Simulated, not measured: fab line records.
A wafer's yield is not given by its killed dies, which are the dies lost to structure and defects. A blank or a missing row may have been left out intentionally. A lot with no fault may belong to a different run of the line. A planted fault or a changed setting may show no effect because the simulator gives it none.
fab line records	flow berkeley-cmos170
record lots=13	wafers=39	last-day=13
route steps=331 shown GATE@140 NLDD@168 PSD@182 NSD@194
lots with no fault: from the same line, run without faults
start-h: hours from the record's first day to the start of the lot's first wafer shown	wait-h: hours since the lot's step before	" unchanged from the row above	L1.1+2: one row covering several wafers at once	- no value present, or no start provided	* or withheld: withheld	< > ~ a bound
route shown NAME@n: NAME is a module with steps in the file, n the number in the route of the first one	usual: mean and standard deviation over wafers with no fault	same: alike in all rows	chamber/n: place in a boat	sites: readings site by site	_std_site: their standard deviation	_edge_site: mean of outer sites minus mean of inner sites	radius-mm: how far each site lies from the wafer's centre	mask NAME#n: copy n	behind: the most recent tool/chamber to have shaped the wafer	hold: why the lot went on hold/how many hours it stayed there/how the hold came to an end	device: transistor that didn't switch, given as n, p or np	end of line: tests of these same wafers at the route's end	where a step has no rows: the recipe by itself	killed: dies that structure and defects cost at the first sort, which is not the same as the wafer's yield	map: per-die view of a wafer (x killed, . not killed, _ where there is no die)
set.NAME: the setting the step ran with; set.NAME@STEP: the setting that earlier step ran with	model.NAME: the simulator's own value behind a step, which no gauge read
route steps across a sampled set of lots; one table per step, one row per wafer
services: the hour from which a tool's chamber was out of use, counted from the record's first day as start-h (under 0 if before that day), plus the number of hours and why
## steps
# step UCB170_GATE_ETCH_14
# recipe chemistry=N2/H2	target-depth-a=withheld	overetch-a=withheld	target=BARC	time-s=withheld	source-w=500	bias-w=100	pressure-mtorr=30	n2-flow-sccm=100	h2-flow-sccm=200
# usual bias-w=99.98/0.28	drypump-motor-current-A=5.7/0.42	oes-product-au=1.009/0.025	throttle-valve-pct=13.28/0.22
lot.wafer	tool	chamber	start-h	wait-h	bias-w	drypump-motor-current-A	oes-product-au	throttle-valve-pct
L546.1	rie-diel-01	0	163.63	0.0	100.06	5.6	1.025	13.17
L546.4	"	2	"	"	100.32	5.2	1.032	13.44
L546.5	"	1	"	"	100.10	5.0	0.981	12.94
L547.1	rie-diel-03	1	163.81	0.0	99.95	5.7	1.036	13.34
L547.3	"	3	"	"	99.94	5.9	1.039	13.23
L547.5	"	0	"	"	99.85	6.2	1.007	13.48
L549.2	rie-diel-03	1	176.55	0.0	99.95	5.7	1.030	13.34
L549.3	"	3	"	"	99.84	5.9	1.019	13.23
L549.6	"	1	"	"	100.01	5.7	1.026	13.33
L551.3	rie-diel-01	0	176.88	0.0	99.98	5.5	1.028	13.17
L551.4	"	3	"	"	100.17	6.0	1.029	13.43
L551.5	"	0	"	"	99.81	5.6	1.022	13.18
L550.2	rie-diel-04	0	177.16	0.0	101.07	5.9	0.984	13.64
L550.4	"	2	"	"	99.95	5.7	0.981	13.20
L550.6	"	0	"	"	100.59	5.8	0.976	13.64
L552.2	rie-diel-01	3	177.71	0.0	100.26	6.0	1.032	13.44
L552.3	"	0	"	"	99.69	5.6	1.019	13.18
L552.5	"	0	"	"	99.49	5.5	1.031	13.17
L554.2	rie-diel-03	1	198.59	0.0	99.93	5.7	1.030	13.35
L554.3	"	2	"	"	100.25	5.5	1.021	13.44
L554.5	"	1	"	"	100.11	5.7	1.025	13.35
L557.1	rie-diel-04	2	198.87	0.0	99.98	5.7	0.973	13.20
L557.3	"	3	"	"	100.28	5.3	1.013	12.97
L557.4	"	0	"	"	100.32	5.9	0.971	13.65
L553.2	rie-diel-03	0	198.90	0.0	99.93	6.3	1.009	13.48
L553.3	"	2	"	"	99.84	5.5	1.018	13.45
L553.6	"	1	"	"	99.80	5.7	1.026	13.36
L566.1	rie-diel-04	1	249.68	0.0	99.63	6.5	0.968	12.96
L566.2	"	2	"	"	100.03	5.7	0.977	13.19
L566.3	"	0	"	"	99.61	5.9	0.979	13.63
L565.1	rie-diel-03	2	249.96	0.0	100.09	5.5	1.015	13.44
L565.5	"	3	"	"	99.73	5.9	1.029	13.22
L565.6	"	0	"	"	99.72	6.3	1.006	13.49
L567.4	rie-diel-04	3	261.32	0.0	100.27	5.3	1.036	12.97
L567.5	"	0	"	"	99.73	5.9	0.983	13.65
L567.6	"	1	"	"	99.78	6.5	0.963	12.95
L568.2	rie-diel-01	1	261.41	0.0	99.87	5.0	0.974	12.92
L568.4	"	3	"	"	100.17	6.0	1.044	13.44
L568.6	"	3	"	"	100.12	6.0	1.041	13.45
# step UCB170_NLDD_STRIP_10
# recipe chemistry=O2	power-w=400	pressure-mtorr=3500	platen-temp-c=withheld	o2-flow-sccm=400	overash-fraction=0.5
# usual drypump-motor-current-A=5.6/0.36	oes-product-au=0.734/0.0047	strip-time-to-endpoint-s=21.60/0.066
lot.wafer	tool	chamber	start-h	wait-h	drypump-motor-current-A	oes-product-au	rf-hours-counter-h	strip-time-to-endpoint-s
L546.1	plasma-asher-04	1	167.63	0.1	6.0	0.736	42	21.55
L546.4	"	0	"	"	5.3	0.741	-	21.54
L546.5	"	0	"	"	5.3	0.746	-	21.45
L547.1	plasma-asher-04	0	168.04	0.1	5.3	0.733	42	21.59
L547.3	"	1	"	"	6.0	0.738	-	21.53
L547.5	"	0	"	"	5.3	0.727	-	21.54
L549.2	plasma-asher-04	0	183.98	0.1	5.3	0.732	44	21.60
L549.3	"	1	"	"	6.0	0.743	-	21.59
L549.6	"	1	"	"	6.0	0.730	-	21.70
L551.3	plasma-asher-01	1	184.29	0.1	5.8	0.737	-	21.60
L551.4	"	0	"	"	5.1	0.734	-	21.59
L551.5	"	1	"	"	5.8	0.732	-	21.53
L550.2	plasma-asher-04	1	184.53	0.1	6.0	0.735	44	21.74
L550.4	"	0	"	"	5.3	0.732	-	21.70
L550.6	"	1	"	"	6.0	0.737	-	21.74
L552.2	plasma-asher-03	0	184.63	0.1	5.6	0.740	35	21.52
L552.3	"	0	"	"	5.6	0.735	-	21.56
L552.5	"	0	"	"	5.6	0.731	-	21.59
L554.2	plasma-asher-04	0	203.09	0.1	5.3	0.735	46	21.58
L554.3	"	0	"	"	5.3	0.732	-	21.63
L554.5	"	0	"	"	5.3	0.738	-	21.56
L557.1	plasma-asher-04	0	205.54	0.1	5.3	0.984	46	-
L557.3	"	0	"	"	5.3	0.982	-	-
L557.4	"	1	"	"	6.0	0.979	-	-
L553.2	plasma-asher-01	1	205.70	0.1	5.8	0.737	53	21.62
L553.3	"	1	"	"	5.8	0.733	-	21.53
L553.6	"	1	"	"	5.8	0.734	-	21.61
L566.1	plasma-asher-04	0	254.21	0.1	5.3	0.731	52	21.59
L566.2	"	1	"	"	6.0	0.736	52	21.61
L566.3	"	1	"	"	6.0	0.736	-	21.61
L565.1	plasma-asher-04	0	254.72	0.1	5.3	0.740	52	21.60
L565.5	"	0	"	"	5.3	0.734	-	21.61
L565.6	"	1	"	"	6.0	0.739	-	21.67
L567.4	plasma-asher-03	1	265.82	0.1	5.6	0.737	-	21.67
L567.5	"	0	"	"	5.6	0.738	-	21.66
L567.6	"	1	"	"	5.6	0.732	-	21.66
L568.2	plasma-asher-04	0	266.03	0.1	5.3	0.737	53	21.65
L568.4	"	1	"	"	6.0	0.735	-	21.48
L568.6	"	0	"	"	5.3	0.726	-	21.49
# step UCB170_PSD_OVL_MEAS_07
# usual PSD_OVL=1/5.7
lot.wafer	tool	chamber	start-h	wait-h	PSD_OVL[nm]
L546.1	overlay-01	-	175.21	0.1	-1
L546.4	"	-	"	"	-2
L546.5	"	-	"	"	-1
L547.1	overlay-01	-	175.54	0.1	10
L547.3	"	-	"	"	13
L547.5	"	-	"	"	10
L549.2	overlay-02	-	191.07	0.1	3
L549.3	"	-	"	"	9
L549.6	"	-	"	"	8
L551.3	overlay-02	-	191.32	0.1	-1
L551.4	"	-	"	"	2
L551.5	"	-	"	"	-2
L550.2	overlay-02	-	191.56	0.1	7
L550.4	"	-	"	"	1
L550.6	"	-	"	"	-3
L552.2	overlay-02	-	191.67	0.1	7
L552.3	"	-	"	"	6
L552.5	"	-	"	"	13
L554.2	overlay-02	-	213.24	0.1	-5
L554.3	"	-	"	"	-3
L554.5	"	-	"	"	-1
L557.1	overlay-02	-	213.35	0.1	-3
L557.3	"	-	"	"	6
L557.4	"	-	"	"	7
L553.2	overlay-02	-	213.62	0.1	7
L553.3	"	-	"	"	8
L553.6	"	-	"	"	-3
L565.1	overlay-01	-	260.89	0.1	8
L565.5	"	-	"	"	14
L565.6	"	-	"	"	2
L566.1	overlay-01	-	261.01	0.1	4
L566.2	"	-	"	"	-3
L566.3	"	-	"	"	9
L567.4	overlay-02	-	275.20	0.1	0
L567.5	"	-	"	"	-7
L567.6	"	-	"	"	0
L568.2	overlay-02	-	275.26	0.1	-5
L568.4	"	-	"	"	-1
L568.6	"	-	"	"	-5
# step UCB170_PSD_STRIP_09
# recipe chemistry=O2	power-w=400	pressure-mtorr=3500	platen-temp-c=withheld	o2-flow-sccm=400	overash-fraction=0.5
# usual drypump-motor-current-A=5.5/0.34	oes-product-au=0.599/0.0043	strip-time-to-endpoint-s=29.35/0.068
lot.wafer	tool	chamber	start-h	wait-h	drypump-motor-current-A	oes-product-au	rf-hours-counter-h	strip-time-to-endpoint-s
L546.1	plasma-asher-04	1	175.39	0.1	6.0	0.602	43	29.40
L546.4	"	0	"	"	5.3	0.598	-	29.37
L546.5	"	0	"	"	5.3	0.604	-	29.32
L547.1	plasma-asher-04	1	175.72	0.1	6.0	0.594	43	29.36
L547.3	"	0	"	"	5.3	0.600	-	29.33
L547.5	"	1	"	"	6.0	0.599	-	29.31
L549.2	plasma-asher-01	1	191.25	0.1	5.8	0.600	52	29.35
L549.3	"	0	"	"	5.1	0.606	-	29.28
L549.6	"	1	"	"	5.8	0.599	-	29.31
L551.3	plasma-asher-02	1	191.53	0.1	5.4	0.603	-	29.21
L551.4	"	0	"	"	5.4	0.599	-	29.30
L551.5	"	0	"	"	5.4	0.594	-	29.29
L550.2	plasma-asher-04	0	191.74	0.1	5.3	0.594	45	29.51
L550.4	"	1	"	"	6.0	0.599	-	29.40
L550.6	"	0	"	"	5.3	0.598	-	29.45
L552.2	plasma-asher-01	1	191.85	0.1	5.8	0.600	52	29.37
L552.3	"	1	"	"	5.7	0.606	-	29.37
L552.5	"	1	"	"	5.8	0.599	-	29.46
L554.2	plasma-asher-04	1	213.42	0.1	6.0	0.602	47	29.34
L554.3	"	0	"	"	5.3	0.596	-	29.26
L554.5	"	0	"	"	5.3	0.578	-	29.32
L557.1	plasma-asher-01	0	213.54	0.1	5.0	0.629	54	38.12
L557.3	"	0	"	"	5.0	0.634	-	38.07
L557.4	"	1	"	"	5.8	0.635	-	38.10
L553.2	plasma-asher-02	1	213.80	0.1	5.4	0.602	10	29.30
L553.3	"	0	"	"	5.3	0.600	-	29.27
L553.6	"	1	"	"	5.4	0.606	-	29.27
L565.1	plasma-asher-04	1	261.07	0.1	6.0	0.601	53	29.45
L565.5	"	0	"	"	5.3	0.600	-	29.42
L565.6	"	1	"	"	6.0	0.597	-	29.48
L566.1	plasma-asher-01	1	261.19	0.1	5.8	0.595	60	29.24
L566.2	"	0	"	"	5.0	0.600	60	29.28
L566.3	"	1	"	"	5.8	0.600	-	29.30
L567.4	plasma-asher-01	1	275.40	0.1	5.8	0.592	-	29.23
L567.5	"	0	"	"	5.1	0.592	-	29.24
L567.6	"	1	"	"	5.8	0.599	-	29.26
L568.2	plasma-asher-04	1	275.44	0.1	6.0	0.600	54	29.38
L568.4	"	1	"	"	6.0	0.597	-	29.40
L568.6	"	1	"	"	6.0	0.607	-	29.31
# step UCB170_PSD_TW_MEAS_10
# usual PSD_TW=2319/24
lot.wafer	tool	chamber	start-h	wait-h	PSD_TW
L546.1	film-metro-01	-	175.54	0.1	2334
L546.4	"	-	"	"	2342
L546.5	"	-	"	"	2325
L547.1	film-metro-01	-	175.82	0.1	2333
L547.3	"	-	"	"	2329
L547.5	"	-	"	"	2328
L549.2	film-metro-02	-	191.36	0.1	2339
L549.3	"	-	"	"	2361
L549.6	"	-	"	"	2348
L551.3	film-metro-04	-	191.61	0.1	2303
L551.4	"	-	"	"	2303
L551.5	"	-	"	"	2315
L550.2	film-metro-02	-	191.85	0.1	2359
L550.4	"	-	"	"	2350
L550.6	"	-	"	"	2349
L552.2	film-metro-04	-	191.96	0.1	2312
L552.3	"	-	"	"	2316
L552.5	"	-	"	"	2291
L554.2	film-metro-04	-	213.53	0.1	2279
L554.3	"	-	"	"	2282
L554.5	"	-	"	"	2299
L557.1	film-metro-01	-	213.64	0.1	30
L557.3	"	-	"	"	30
L557.4	"	-	"	"	30
L553.2	film-metro-02	-	213.91	0.1	2325
L553.3	"	-	"	"	2320
L553.6	"	-	"	"	2330
L565.1	film-metro-04	-	261.17	0.1	2297
L565.5	"	-	"	"	2300
L565.6	"	-	"	"	2296
L566.1	film-metro-01	-	261.29	0.1	2321
L566.2	"	-	"	"	2312
L566.3	"	-	"	"	2315
L567.4	film-metro-01	-	275.50	0.1	2324
L567.5	"	-	"	"	2335
L567.6	"	-	"	"	2345
L568.2	film-metro-04	-	275.55	0.1	2280
L568.4	"	-	"	"	2269
L568.6	"	-	"	"	2289
# step UCB170_NSD_OVL_MEAS_07
# usual NSD_OVL=1/5.7
lot.wafer	tool	chamber	start-h	wait-h	NSD_OVL[nm]
L546.1	overlay-02	-	177.40	0.1	2
L546.4	"	-	"	"	6
L546.5	"	-	"	"	-6
L547.1	overlay-01	-	177.79	0.1	-9
L547.3	"	-	"	"	-3
L547.5	"	-	"	"	0
L549.2	overlay-02	-	193.02	0.1	3
L549.3	"	-	"	"	-3
L549.6	"	-	"	"	1
L551.3	overlay-02	-	193.27	0.1	2
L551.4	"	-	"	"	1
L551.5	"	-	"	"	-4
L550.2	overlay-02	-	196.25	0.1	2
L550.4	"	-	"	"	-3
L550.6	"	-	"	"	4
L552.2	overlay-02	-	196.49	0.1	4
L552.3	"	-	"	"	5
L552.5	"	-	"	"	-2
L554.2	overlay-02	-	215.25	0.1	11
L554.3	"	-	"	"	6
L554.5	"	-	"	"	3
L557.1	overlay-02	-	215.60	0.1	11
L557.3	"	-	"	"	1
L557.4	"	-	"	"	8
L553.2	overlay-02	-	216.15	0.1	2
L553.3	"	-	"	"	9
L553.6	"	-	"	"	4
L565.1	overlay-02	-	263.27	0.1	-6
L565.5	"	-	"	"	-3
L565.6	"	-	"	"	-5
L566.1	overlay-01	-	263.34	0.1	1
L566.2	"	-	"	"	-4
L566.3	"	-	"	"	0
L567.4	overlay-01	-	276.86	0.1	12
L567.5	"	-	"	"	9
L567.6	"	-	"	"	10
L568.2	overlay-02	-	277.12	0.1	-1
L568.4	"	-	"	"	4
L568.6	"	-	"	"	-2
## services
tool	chamber	start-h	hours	kind
plasma-asher-02	-	146.01	0.4	repair
rie-diel-04	1	146.53	1.6	repair
plasma-asher-02	-	148.74	1.1	repair
rie-diel-01	3	150.85	-	clean
rie-diel-01	3	150.85	18.0	scheduled-down
rie-diel-01	3	150.85	18.0	vent-cycle
rie-diel-03	-	154.27	2.8	pm
rie-diel-04	3	163.30	7.7	repair
rie-diel-04	-	208.13	5.3	repair
plasma-asher-03	-	214.98	1.8	repair
plasma-asher-02	-	230.89	9.0	repair
rie-diel-01	2	240.70	16.0	repair
rie-diel-04	3	249.22	3.9	repair
rie-diel-03	2	268.05	9.1	repair
rie-diel-03	1	270.37	5.6	repair
## key
first-sign step=UCB170_NLDD_STRIP_10	reading=oes-product-au	direction=up	sigmas=53	usual=0.734	struck=0.981
effect step=UCB170_PSD_STRIP_09	reading=strip-time-to-endpoint-s	direction=up	sigmas=99+	usual=*	struck=*
effect step=UCB170_PSD_TW_MEAS_10	reading=PSD_TW	direction=down	sigmas=96	usual=2319	struck=30
met-at UCB170_NLDD_STRIP_10
struck-lots L557
sort-left-out L557.1,L557.3,L557.4
tester-left-out L557
not-acting-at UCB170_GATE_ETCH_14,UCB170_PSD_OVL_MEAS_07,UCB170_NSD_OVL_MEAS_07
onset-between 203.09 205.54
fault kind=strip-aborted	tool=plasma-asher-04	chamber=-	onset-h=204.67	steps=UCB170_NLDD_STRIP_10	offset=0.6	end-h=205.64
# tester-left-out: of these lots the tester's yield and bins aren't shown, on N5 and GAA mostly nor the transistor test; their killed dies are dies lost to structure and defects alone, not to doping, threshold or leakage, so they don't give the yield
# sort-left-out: the simulated sort isn't trusted on such a fault, so these wafers' sort isn't shown, and their yield isn't known
